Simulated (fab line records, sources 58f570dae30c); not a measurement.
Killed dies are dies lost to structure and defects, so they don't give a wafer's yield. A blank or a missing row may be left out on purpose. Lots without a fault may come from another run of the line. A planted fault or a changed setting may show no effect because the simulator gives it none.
Which tool did it? | flow berkeley_cmos170 | 15 lots, 45 wafers sampled, at 7 steps of a route of 331

WHAT THE GAUGES READ, wafer by wafer
UCB170_GATE_CD_MEAS_90: target cd 350 nm. Usual: cd_nm 350.9 nm, standard deviation 1.6.
lot  | measured     | on        | cd_nm (nm)        | flag
L242 | day 7 13:06  | cd_sem-02 | 348.2 348.6 348.6 |
L240 | day 7 13:20  | cd_sem-01 | 349.1 351.4 349.1 |
L244 | day 7 13:28  | cd_sem-02 | 349.2 349.1 349.1 |
L241 | day 7 13:37  | cd_sem-02 | 351.6 352.7 353.3 |
L246 | day 8 12:26  | cd_sem-01 | 350.2 350.2 348.6 |
L247 | day 8 12:35  | cd_sem-02 | 350.0 349.6 348.5 |
L251 | day 8 22:29  | cd_sem-02 | 352.8 352.2 354.0 |
L250 | day 8 22:50  | cd_sem-02 | 352.2 350.9 352.8 |
L249 | day 8 22:56  | cd_sem-02 | 349.0 351.5 350.9 |
L252 | day 8 23:06  | cd_sem-02 | 351.1 352.7 353.2 |
L253 | day 9 19:48  | cd_sem-02 | 350.7 349.6 349.2 |
L255 | day 10 07:14 | cd_sem-02 | 348.5 349.1 346.9 |
L257 | day 10 15:09 | cd_sem-02 | 354.7 354.4 354.6 |
L258 | day 11 07:10 | cd_sem-01 | 350.7 352.3 350.9 |
L260 | day 11 16:00 | cd_sem-02 | 351.9 351.4 351.5 |

UCB170_NSD_TW_MEAS_10. Usual: NSD_TW 4226, standard deviation 30.
lot  | measured     | on            | NSD_TW                        | flag
L242 | day 8 06:41  | film_metro-03 | 4268 4257 4248                |
L240 | day 8 07:26  | film_metro-04 | 4209 4199 4236                |
L244 | day 8 07:07  | film_metro-01 | 4290 4267 4256                |
L241 | day 8 07:32  | film_metro-03 | 4228 4237 4253                |
L246 | day 9 07:02  | film_metro-04 | 4164 4182 4197                |
L247 | day 9 07:03  | film_metro-03 | 4244 4235 4231                |
L251 | day 9 15:28  | film_metro-01 | 4224 4208 4219                |
L250 | day 9 15:41  | film_metro-04 | 4024 4011 4048 4052 4027 4026 | OFF
L249 | day 9 15:50  | film_metro-01 | 4064 4042 4048 4052 4058 4026 | OFF
L252 | day 9 16:01  | film_metro-04 | 4045 4041 4029 4033 4033 4057 | OFF
L253 | day 10 12:58 | film_metro-01 | 4232 4232 4245                |
L255 | day 11 00:43 | film_metro-04 | 4171 4185 4177                |
L257 | day 11 05:38 | film_metro-01 | 4246 4230 4237                |
L258 | day 11 20:38 | film_metro-01 | 4220 4222 4213                |
L260 | day 12 06:22 | film_metro-01 | 4255 4240 4255                |

UCB170_SDANNEAL_RS_MEAS_03: measures by four-point-probe. Usual: NSD_RS 37.29 ohm/sq, standard deviation 0.088.
lot  | measured     | on            | NSD_RS (ohm/sq)                     | flag
L242 | day 8 08:38  | film_metro-01 | 37.29 37.41 37.34                   |
L240 | day 8 09:29  | film_metro-04 | 37.35 37.21 37.24                   |
L244 | day 8 08:56  | film_metro-04 | 37.36 37.18 37.25                   |
L241 | day 8 09:14  | film_metro-03 | 37.44 37.37 37.38                   |
L246 | day 9 08:31  | film_metro-03 | 37.24 37.35 37.24                   |
L247 | day 9 08:40  | film_metro-04 | 37.24 37.22 37.24                   |
L251 | day 9 16:43  | film_metro-01 | 37.47 37.41 37.40                   |
L250 | day 10 02:47 | film_metro-04 | 44.92 44.99 45.12 44.92 44.94 45.21 | OFF
L249 | day 9 18:59  | film_metro-03 | 45.38 45.55 45.37 45.40 45.36 45.48 | OFF
L252 | day 10 04:24 | film_metro-01 | 45.24 45.28 45.38 45.33 45.23 45.44 | OFF
L253 | day 10 14:35 | film_metro-04 | 37.18 37.16 37.27                   |
L255 | day 11 01:56 | film_metro-01 | 37.26 37.30 37.28                   |
L257 | day 11 07:08 | film_metro-01 | 37.25 37.31 37.25                   |
L258 | day 11 21:53 | film_metro-03 | 37.33 37.31 37.45                   |
L260 | day 12 07:36 | film_metro-03 | 37.35 37.32 37.34                   |

WHICH TOOL RAN EACH LOT (tool, then ch and the chambers of the sampled wafers, then the start)
lot  | UCB170_PLDD_STRIP_10                 | UCB170_NSD_IMPLANT_08           | UCB170_NSD_STRIP_09                  | UCB170_SDANNEAL_RTA_01
L242 | plasma_asher-03 ch 0,1, day 7 14:49  | implanter-01 ch 0, day 8 06:28  | plasma_asher-04 ch 0,1, day 8 06:37  | rtp_anneal-02 ch 0, day 8 08:26
L240 | plasma_asher-04 ch 0,1, day 7 15:05  | implanter-04 ch 0, day 8 07:13  | plasma_asher-02 ch 0,1, day 8 07:20  | rtp_anneal-02 ch 0, day 8 09:05
L244 | plasma_asher-03 ch 0,1, day 7 15:20  | implanter-02 ch 0, day 8 06:52  | plasma_asher-03 ch 0,1, day 8 07:01  | rtp_anneal-01 ch 0, day 8 08:46
L241 | plasma_asher-04 ch 0,1, day 7 15:36  | implanter-02 ch 0, day 8 07:17  | plasma_asher-04 ch 0,1, day 8 07:25  | rtp_anneal-01 ch 0, day 8 08:56
L246 | plasma_asher-04 ch 0,1, day 8 14:28  | implanter-04 ch 0, day 9 06:47  | plasma_asher-04 ch 0,1, day 9 06:56  | rtp_anneal-01 ch 0, day 9 08:20
L247 | plasma_asher-01 ch 0,1, day 8 14:33  | implanter-02 ch 0, day 9 06:49  | plasma_asher-02 ch 0,1, day 9 06:56  | rtp_anneal-02 ch 0, day 9 08:27
L251 | plasma_asher-04 ch 0,1, day 9 00:46  | implanter-04 ch 0, day 9 15:13  | plasma_asher-04 ch 0,1, day 9 15:22  | rtp_anneal-01 ch 0, day 9 16:32
L250 | plasma_asher-01 ch 0,1, day 9 01:25  | implanter-02 ch 0, day 9 15:27  | plasma_asher-02 ch 0,1, day 9 15:35  | rtp_anneal-02 ch 0, day 10 02:32
L249 | plasma_asher-03 ch 0,1, day 9 01:46  | implanter-02 ch 0, day 9 15:35  | plasma_asher-03 ch 0,1, day 9 15:44  | rtp_anneal-01 ch 0, day 9 18:48
L252 | plasma_asher-04 ch 1, day 9 02:25    | implanter-02 ch 0, day 9 15:46  | plasma_asher-03 ch 0,1, day 9 15:55  | rtp_anneal-02 ch 0, day 10 04:05
L253 | plasma_asher-01 ch 0,1, day 9 21:59  | implanter-04 ch 0, day 10 12:43 | plasma_asher-04 ch 0,1, day 10 12:52 | rtp_anneal-02 ch 0, day 10 14:21
L255 | plasma_asher-03 ch 0,1, day 10 09:19 | implanter-01 ch 0, day 11 00:28 | plasma_asher-03 ch 0,1, day 11 00:37 | rtp_anneal-01 ch 0, day 11 01:46
L257 | plasma_asher-03 ch 0,1, day 10 16:53 | implanter-04 ch 0, day 11 05:23 | plasma_asher-02 ch 0,1, day 11 05:32 | rtp_anneal-01 ch 0, day 11 06:57
L258 | plasma_asher-01 ch 0,1, day 11 08:53 | implanter-04 ch 0, day 11 20:25 | plasma_asher-02 ch 0,1, day 11 20:32 | rtp_anneal-01 ch 0, day 11 21:41
L260 | plasma_asher-01 ch 0,1, day 11 18:11 | implanter-04 ch 0, day 12 06:09 | plasma_asher-03 ch 0,1, day 12 06:17 | rtp_anneal-02 ch 0, day 12 07:24
- UCB170_PLDD_STRIP_10: strips in O2.
- UCB170_NSD_IMPLANT_08
- UCB170_NSD_STRIP_09: strips in O2.
- UCB170_SDANNEAL_RTA_01: time 5 s.

WHAT THE TOOLS THEMSELVES READ (means of the sampled wafers that have a number; where no wafer has one, the mark that the record gives instead)
UCB170_PLDD_STRIP_10. Usual: drypump_motor_current_A 5.70 A, standard deviation 0.18; oes_product_au 0.734 a.u., standard deviation 0.0046; strip_time_to_endpoint_s 21.64 s, standard deviation 0.07.
lot  | tool            | drypump_motor_current_A (A) | oes_product_au (a.u.) | strip_time_to_endpoint_s (s) | flag
L242 | plasma_asher-03 | 5.66                        | 0.734                 | 21.64                        |
L240 | plasma_asher-04 | 5.61                        | 0.726                 | 21.57                        |
L244 | plasma_asher-03 | 5.65                        | 0.731                 | 21.72                        |
L241 | plasma_asher-04 | 5.62                        | 0.734                 | 21.69                        |
L246 | plasma_asher-04 | 5.64                        | 0.736                 | 21.70                        |
L247 | plasma_asher-01 | 5.81                        | 0.731                 | 21.60                        |
L251 | plasma_asher-04 | 5.60                        | 0.733                 | 21.66                        |
L250 | plasma_asher-01 | 5.78                        | 0.737                 | 21.62                        |
L249 | plasma_asher-03 | 5.84                        | 0.736                 | 21.58                        |
L252 | plasma_asher-04 | 5.58                        | 0.733                 | 21.62                        |
L253 | plasma_asher-01 | 5.78                        | 0.732                 | 21.61                        |
L255 | plasma_asher-03 | 5.66                        | 0.736                 | 21.74                        |
L257 | plasma_asher-03 | 5.83                        | 0.733                 | 21.63                        |
L258 | plasma_asher-01 | 5.79                        | 0.733                 | 21.63                        |
L260 | plasma_asher-01 | 5.78                        | 0.731                 | 21.71                        |

UCB170_NSD_IMPLANT_08. Usual: dose_ions_cm2 3.001e+15, standard deviation 3.3e+12; end_station_pressure_torr 1.26e-05 Torr, standard deviation 6e-07; faraday_current_uA 9230, standard deviation 190.
lot  | tool         | dose_ions_cm2 | end_station_pressure_torr (Torr) | faraday_current_uA | flag
L242 | implanter-01 | 3.000e+15     | 1.23e-05                         | 9174               |
L240 | implanter-04 | 2.998e+15     | 1.23e-05                         | 9146               |
L244 | implanter-02 | 3.000e+15     | 1.26e-05                         | 9208               |
L241 | implanter-02 | 3.001e+15     | 1.31e-05                         | 9158               |
L246 | implanter-04 | 3.003e+15     | 1.34e-05                         | 9316               |
L247 | implanter-02 | 3.004e+15     | 1.20e-05                         | 9215               |
L251 | implanter-04 | 3.003e+15     | 1.21e-05                         | 9188               |
L250 | implanter-02 | 2.103e+15     | 1.06e-05                         | 6472               | OFF
L249 | implanter-02 | 2.102e+15     | 1.10e-05                         | 6488               | OFF
L252 | implanter-02 | 2.100e+15     | 1.01e-05                         | 6511               | OFF
L253 | implanter-04 | 2.996e+15     | 1.25e-05                         | 9215               |
L255 | implanter-01 | 2.998e+15     | 1.24e-05                         | 9202               |
L257 | implanter-04 | 2.999e+15     | 1.29e-05                         | 9268               |
L258 | implanter-04 | 3.000e+15     | 1.25e-05                         | 8881               |
L260 | implanter-04 | 2.999e+15     | 1.25e-05                         | 9250               |

UCB170_NSD_STRIP_09. Usual: drypump_motor_current_A 5.7 A, standard deviation 0.51; oes_product_au 0.533 a.u., standard deviation 0.0044; strip_time_to_endpoint_s 35.85 s, standard deviation 0.078.
lot  | tool            | drypump_motor_current_A (A) | oes_product_au (a.u.) | strip_time_to_endpoint_s (s) | flag
L242 | plasma_asher-04 | 5.6                         | 0.531                 | 35.73                        |
L240 | plasma_asher-02 | 6.0                         | 0.533                 | 35.87                        |
L244 | plasma_asher-03 | 5.7                         | 0.537                 | 35.77                        |
L241 | plasma_asher-04 | 5.6                         | 0.532                 | 35.78                        |
L246 | plasma_asher-04 | 5.7                         | 0.534                 | 35.88                        |
L247 | plasma_asher-02 | 5.4                         | 0.533                 | 35.85                        |
L251 | plasma_asher-04 | 5.6                         | 0.535                 | 35.78                        |
L250 | plasma_asher-02 | 5.4                         | 0.563                 | 32.63                        | OFF
L249 | plasma_asher-03 | 5.7                         | 0.566                 | 32.47                        | OFF
L252 | plasma_asher-03 | 5.7                         | 0.562                 | 32.54                        | OFF
L253 | plasma_asher-04 | 5.6                         | 0.532                 | 35.90                        |
L255 | plasma_asher-03 | 5.7                         | 0.533                 | 35.88                        |
L257 | plasma_asher-02 | 6.0                         | 0.532                 | 35.84                        |
L258 | plasma_asher-02 | 6.0                         | 0.532                 | 35.75                        |
L260 | plasma_asher-03 | 5.8                         | 0.532                 | 35.93                        |

UCB170_SDANNEAL_RTA_01. Usual: lamp_power_pct 40.0 %, standard deviation 1.5; wafer_temp_C_max 1054.1, standard deviation 1.4.
lot  | tool          | lamp_power_pct (%) | wafer_temp_C_max | flag
L242 | rtp_anneal-02 | 41.8               | 1052.7           |
L240 | rtp_anneal-02 | 41.8               | 1053.3           |
L244 | rtp_anneal-01 | 38.7               | 1055.2           |
L241 | rtp_anneal-01 | 38.7               | 1054.9           |
L246 | rtp_anneal-01 | 38.7               | 1054.9           |
L247 | rtp_anneal-02 | 41.8               | 1052.4           |
L251 | rtp_anneal-01 | 38.7               | 1054.2           |
L250 | rtp_anneal-02 | 41.8               | 1052.4           |
L249 | rtp_anneal-01 | 38.7               | 1054.9           |
L252 | rtp_anneal-02 | 41.8               | 1051.9           |
L253 | rtp_anneal-02 | 41.8               | 1053.1           |
L255 | rtp_anneal-01 | 38.7               | 1056.1           |
L257 | rtp_anneal-01 | 38.7               | 1055.4           |
L258 | rtp_anneal-01 | 38.7               | 1054.9           |
L260 | rtp_anneal-02 | 41.7               | 1052.9           |

THE ANSWER, worked out from the rows above alone
Rule: a lot is off if the mean of its wafers that have a number lies more than 3 standard deviations from the usual mean. A lot without any number at a reading at which 4 lots or more have one is off too. The other lots that the step has rows for count as sound. The gauges are gone through in route order, then the tools' own readings, and for those a lot's mean is taken as printed above. The first step at which some lot is off is used, and at that step the reading that is off furthest; a lot without a number counts as furthest.
Off: L250, L249, L252, at UCB170_NSD_TW_MEAS_10 (NSD_TW).
A tool fits if, at a process step before that reading, it ran every lot that is off, and no sound lot after the first of them. The gauges at UCB170_NSD_TW_MEAS_10 aren't tried: what is off there is off at UCB170_NSD_IMPLANT_08 too, on other tools, and a gauge's error can't cause that. One fits: implanter-02 at UCB170_NSD_IMPLANT_08. Its last sound lot is L247 (day 9 06:49), its first lot that is off L250 (day 9 15:27): a fault that began between those two fits.
The tool's own readings at UCB170_NSD_IMPLANT_08 bear it out: on the lots that are off they differ by more than 5 times the standard deviation of the sound lots' means. dose_ions_cm2 reads 2.102e+15 there against 3.000e+15 on the sound lots; end_station_pressure_torr reads 1.06e-05 Torr there against 1.26e-05 Torr on the sound lots; faraday_current_uA reads 6490 there against 9185 on the sound lots.

WHAT THE SIMULATOR HAD PUT IN
Process parameter drift: implanter-02, from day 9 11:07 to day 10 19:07, at UCB170_NSD_IMPLANT_08. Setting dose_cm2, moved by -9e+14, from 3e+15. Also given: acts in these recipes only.
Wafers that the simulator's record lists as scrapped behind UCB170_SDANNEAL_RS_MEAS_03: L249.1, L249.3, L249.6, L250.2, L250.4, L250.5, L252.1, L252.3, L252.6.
Lots struck among those shown: L250, L249, L252. The rule above found the same.
